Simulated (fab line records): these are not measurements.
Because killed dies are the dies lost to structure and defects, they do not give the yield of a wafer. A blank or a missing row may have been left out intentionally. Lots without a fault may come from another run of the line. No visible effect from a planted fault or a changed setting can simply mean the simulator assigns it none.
One fault through the eyes of 2 desks	flow berkeley cmos170	what lay behind the numbers comes last; until then each desk has only its own

DESK OF THE TOOL OWNER: rie metal-01
The tool's own readings at UCB170_M3_METAL_ETCH_18 (etches Al in Cl2/BCl3, stops on SiO2, target depth 1170 nm, time 195 s): means of the sampled wafers that have a number, for each lot that ran on this tool. If a lot's mean is further than 4 standard deviations from the usual mean, the lot is out of limits and carries the mark OUT (the distance appears in the brackets).
Columns: A = drypump motor current A at UCB170_M3_METAL_ETCH_18, usual 5.48 A; B = oes product au at UCB170_M3_METAL_ETCH_18, usual 0.869 a.u.; C = throttle valve pct at UCB170_M3_METAL_ETCH_18, usual 24.33 %
lot	first seen here	A	B	C
L161	day 7 14:23	5.41	0.882	24.20
L162	day 8 05:17	5.29	0.889	24.10
L163	day 8 15:34	5.30	0.881	24.11
L168	day 9 19:43	5.29	0.869	24.10
L173	day 10 11:52	5.42	0.877	24.20
L175	day 11 10:29	5.41	0.876	24.20
L178	day 11 15:26	5.28	0.884	24.10
L181	day 12 01:08	5.40	0.887	24.20
This desk found nothing out of limits on any of the 8 lots.

AT THE METROLOGY DESK
Lot by lot, what the gauges showed, no matter which tool ran the lot: averages of those sampled wafers that carry a number. If a lot's mean is further than 4 standard deviations from the usual mean, the lot is out of limits and carries the mark OUT (the distance appears in the brackets).
Columns: A = cd nm at UCB170_M3_CD_MEAS_90, usual 699 nm
lot	first seen here	A
L161	day 7 14:40	693
L160	day 7 15:57	698
L162	day 8 05:34	697
L163	day 8 15:52	699
L166	day 9 09:28	701
L168	day 9 20:01	699
L172	day 10 11:05	700
L173	day 10 12:15	695
L176	day 11 05:09	698
L175	day 11 11:00	684 (-4.3) OUT
L177	day 11 15:18	701
L178	day 11 15:43	693
L181	day 12 01:26	682 (-4.6) OUT
L182	day 12 05:40	701
L183	day 12 23:37	701
This desk's finding: out of limits on L175, L181; first on L175, day 11 11:00 (cd nm at UCB170_M3_CD_MEAS_90). Within limits: L161, L160, L162, L163, L166, L168, L172, L173, L176, L177, L178, L182, L183.

TAKEN TOGETHER
On L175, L181, the metrology desk was in a position to raise an alarm at day 11 11:00.
Nothing out of limits was seen by the tool owner's desk.
Tool owner's desk: L175, L181 on record, inside its limits.
The lots listed all ran UCB170_M3_METAL_ETCH_18 on rie metal-01.

WHAT THE SIMULATOR HAD PUT IN
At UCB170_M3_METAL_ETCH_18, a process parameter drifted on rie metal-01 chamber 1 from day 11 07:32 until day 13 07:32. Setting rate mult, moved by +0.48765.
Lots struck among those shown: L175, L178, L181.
Per desk, hours elapsed from the start of the fault to the first reading out of limits: for the metrology desk, 3.
